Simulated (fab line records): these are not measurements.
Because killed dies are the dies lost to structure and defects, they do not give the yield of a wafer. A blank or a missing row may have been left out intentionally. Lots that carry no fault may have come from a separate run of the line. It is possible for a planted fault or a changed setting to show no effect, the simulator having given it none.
fab line records / flow berkeley-cmos170
[record] lots = 14 wafers = 42 last-day = 12
route steps=331 shown PVT@118
lots untouched by any fault: they come from a run of this same line in which no faults occurred
start-h: hours from the record's first day to the start of the lot's first wafer shown / wait-h: hours since the lot's step before / " as in the row above / L1.1+2: several wafers, shown together as one row / - either no value or no given start / * or withheld: withheld / < > ~ a bound
route shown NAME@n: NAME is a module with steps in the file, n the number in the route of the first one / usual: the fault-free wafers' mean and standard deviation / same: alike in all rows / chamber/n: place in a boat / sites: each site's reading / _std_site: their standard deviation / _edge_site: the outer-site mean with the inner-site mean subtracted / radius-mm: for every site, how far away it sits from the centre of the wafer / mask NAME#n: copy n / behind: the tool/chamber that last shaped the wafer / hold: what put the lot on hold/how long, in hours/how the hold closed / device: which transistor (n, p or np) failed to switch / end of line: tests run on the same wafers once the route is complete / step lacking rows: just its recipe / killed: dies that structure and defects cost at the first sort, which is not the same as the wafer's yield / map: a wafer's dies, marking killed ones x, the rest . and places with no die _
set.NAME: the setting that was run; set.NAME@STEP: the one run at that earlier step / model.NAME: the simulator's own value behind a step, which no gauge read
the route's steps for a sample of lots (tables are steps, rows are wafers)
services: a tool's chamber out of use, with start hour (start-h, from the record's first day; less than 0 if before it), hours out, and reason
[[steps]]
[step UCB170_PVT_EXPOSE_03]
[recipe] mask-id = NWELL target-cd-nm = 3000 na = 0.5 sigma-outer = 0.6 source-shape = conventional dose-mj = 30
[same] sigma-outer = 0.6
lot.wafer=L554.2+4+5 tool=krf-scanner-02 chamber=0 start-h=132.83 wait-h=0.2 mask=NWELL#0
lot.wafer=L555.2+4+5 tool=krf-scanner-02 chamber=0 start-h=142.42 wait-h=0.2 mask=NWELL#0
lot.wafer=L557.1+4+6 tool=krf-scanner-02 chamber=0 start-h=142.68 wait-h=0.1 mask=NWELL#0
lot.wafer=L558.2+3+5 tool=krf-scanner-01 chamber=0 start-h=152.81 wait-h=0.2 mask=NWELL#0
lot.wafer=L560.2+3+6 tool=krf-scanner-01 chamber=0 start-h=172.32 wait-h=0.2 mask=NWELL#0
lot.wafer=L562.1+2+3 tool=krf-scanner-02 chamber=0 start-h=172.54 wait-h=0.3 mask=NWELL#0
lot.wafer=L559.2+3+6 tool=krf-scanner-01 chamber=0 start-h=172.80 wait-h=0.4 mask=NWELL#0
lot.wafer=L561.1+5+6 tool=krf-scanner-02 chamber=0 start-h=173.09 wait-h=0.4 mask=NWELL#0
lot.wafer=L563.1+3+5 tool=krf-scanner-02 chamber=0 start-h=189.05 wait-h=0.3 mask=NWELL#0
lot.wafer=L566.2+3+6 tool=krf-scanner-02 chamber=0 start-h=205.21 wait-h=0.2 mask=NWELL#0
lot.wafer=L568.2+4+6 tool=krf-scanner-02 chamber=0 start-h=214.09 wait-h=0.3 mask=NWELL#0
lot.wafer=L569.4+5+6 tool=krf-scanner-02 chamber=0 start-h=231.43 wait-h=0.1 mask=NWELL#0
lot.wafer=L572.3+4+5 tool=krf-scanner-01 chamber=0 start-h=239.80 wait-h=0.1 mask=NWELL#0
lot.wafer=L570.3+5+6 tool=krf-scanner-02 chamber=0 start-h=240.04 wait-h=0.3 mask=NWELL#0
[step UCB170_PVT_OVL_MEAS_06]
[usual] PVT_OVL = 1/5.3
lot.wafer=L554.2 tool=overlay-02 chamber=- start-h=133.40 wait-h=- PVT_OVL[nm]=7
lot.wafer=L554.4 tool=overlay-02 chamber=- start-h=133.40 wait-h=- PVT_OVL[nm]=1
lot.wafer=L554.5 tool=overlay-02 chamber=- start-h=133.40 wait-h=- PVT_OVL[nm]=4
lot.wafer=L555.2 tool=overlay-02 chamber=- start-h=143.12 wait-h=- PVT_OVL[nm]=-1
lot.wafer=L555.4 tool=overlay-02 chamber=- start-h=143.12 wait-h=- PVT_OVL[nm]=-4
lot.wafer=L555.5 tool=overlay-02 chamber=- start-h=143.12 wait-h=- PVT_OVL[nm]=-5
lot.wafer=L557.1 tool=overlay-02 chamber=- start-h=143.27 wait-h=- PVT_OVL[nm]=2
lot.wafer=L557.4 tool=overlay-02 chamber=- start-h=143.27 wait-h=- PVT_OVL[nm]=2
lot.wafer=L557.6 tool=overlay-02 chamber=- start-h=143.27 wait-h=- PVT_OVL[nm]=-3
lot.wafer=L558.2 tool=overlay-02 chamber=- start-h=153.19 wait-h=- PVT_OVL[nm]=-2
lot.wafer=L558.3 tool=overlay-02 chamber=- start-h=153.19 wait-h=- PVT_OVL[nm]=-3
lot.wafer=L558.5 tool=overlay-02 chamber=- start-h=153.19 wait-h=- PVT_OVL[nm]=-8
lot.wafer=L560.2 tool=overlay-01 chamber=- start-h=172.81 wait-h=- PVT_OVL[nm]=-4
lot.wafer=L560.3 tool=overlay-01 chamber=- start-h=172.81 wait-h=- PVT_OVL[nm]=2
lot.wafer=L560.6 tool=overlay-01 chamber=- start-h=172.81 wait-h=- PVT_OVL[nm]=-8
lot.wafer=L562.1 tool=overlay-02 chamber=- start-h=173.07 wait-h=- PVT_OVL[nm]=11
lot.wafer=L562.2 tool=overlay-02 chamber=- start-h=173.07 wait-h=- PVT_OVL[nm]=2
lot.wafer=L562.3 tool=overlay-02 chamber=- start-h=173.07 wait-h=- PVT_OVL[nm]=10
lot.wafer=L559.2 tool=overlay-02 chamber=- start-h=173.18 wait-h=- PVT_OVL[nm]=-4
lot.wafer=L559.3 tool=overlay-02 chamber=- start-h=173.18 wait-h=- PVT_OVL[nm]=2
lot.wafer=L559.6 tool=overlay-02 chamber=- start-h=173.18 wait-h=- PVT_OVL[nm]=-5
lot.wafer=L561.1 tool=overlay-01 chamber=- start-h=173.48 wait-h=- PVT_OVL[nm]=8
lot.wafer=L561.5 tool=overlay-01 chamber=- start-h=173.48 wait-h=- PVT_OVL[nm]=6
lot.wafer=L561.6 tool=overlay-01 chamber=- start-h=173.48 wait-h=- PVT_OVL[nm]=0
lot.wafer=L563.1 tool=overlay-02 chamber=- start-h=189.44 wait-h=- PVT_OVL[nm]=-2
lot.wafer=L563.3 tool=overlay-02 chamber=- start-h=189.44 wait-h=- PVT_OVL[nm]=1
lot.wafer=L563.5 tool=overlay-02 chamber=- start-h=189.44 wait-h=- PVT_OVL[nm]=-2
lot.wafer=L566.2 tool=overlay-01 chamber=- start-h=205.59 wait-h=- PVT_OVL[nm]=8
lot.wafer=L566.3 tool=overlay-01 chamber=- start-h=205.59 wait-h=- PVT_OVL[nm]=14
lot.wafer=L566.6 tool=overlay-01 chamber=- start-h=205.59 wait-h=- PVT_OVL[nm]=7
lot.wafer=L568.2 tool=overlay-01 chamber=- start-h=214.77 wait-h=- PVT_OVL[nm]=2
lot.wafer=L568.4 tool=overlay-01 chamber=- start-h=214.77 wait-h=- PVT_OVL[nm]=8
lot.wafer=L568.6 tool=overlay-01 chamber=- start-h=214.77 wait-h=- PVT_OVL[nm]=1
lot.wafer=L569.4 tool=overlay-01 chamber=- start-h=231.78 wait-h=- PVT_OVL[nm]=479
lot.wafer=L569.5 tool=overlay-01 chamber=- start-h=231.78 wait-h=- PVT_OVL[nm]=481
lot.wafer=L569.6 tool=overlay-01 chamber=- start-h=231.78 wait-h=- PVT_OVL[nm]=484
lot.wafer=L572.3 tool=overlay-01 chamber=- start-h=240.16 wait-h=- PVT_OVL[nm]=0
lot.wafer=L572.4 tool=overlay-01 chamber=- start-h=240.16 wait-h=- PVT_OVL[nm]=-2
lot.wafer=L572.5 tool=overlay-01 chamber=- start-h=240.16 wait-h=- PVT_OVL[nm]=1
lot.wafer=L570.3 tool=overlay-01 chamber=- start-h=240.45 wait-h=- PVT_OVL[nm]=481
lot.wafer=L570.5 tool=overlay-01 chamber=- start-h=240.45 wait-h=- PVT_OVL[nm]=482
lot.wafer=L570.6 tool=overlay-01 chamber=- start-h=240.45 wait-h=- PVT_OVL[nm]=473
[[services]]
tool=krf-scanner-02 chamber=- start-h=134.19 hours=0.3 kind=repair
tool=krf-scanner-01 chamber=- start-h=180.35 hours=1.3 kind=pm
tool=krf-scanner-01 chamber=- start-h=239.87 hours=1.0 kind=pm
[[key]]
[first-sign] step = UCB170_PVT_OVL_MEAS_06 reading = PVT_OVL direction = up sigmas = 90 usual = 1 struck = 480
effect none on later readings
met-at UCB170_PVT_EXPOSE_03
struck-lots L569,L570
tester-left-out L569,L570
onset-between 214.09 231.43
[fault] kind = scanner-matching-overlay tool = krf-scanner-02 chamber = - onset-h = 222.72 steps = UCB170_PVT_EXPOSE_03 offset = 476.35
// tester-left-out: of these lots the tester's yield and bins aren't shown, on N5 and GAA mostly nor the transistor test; their killed dies are dies lost to structure and defects alone, not to doping, threshold or leakage, so they don't give the yield
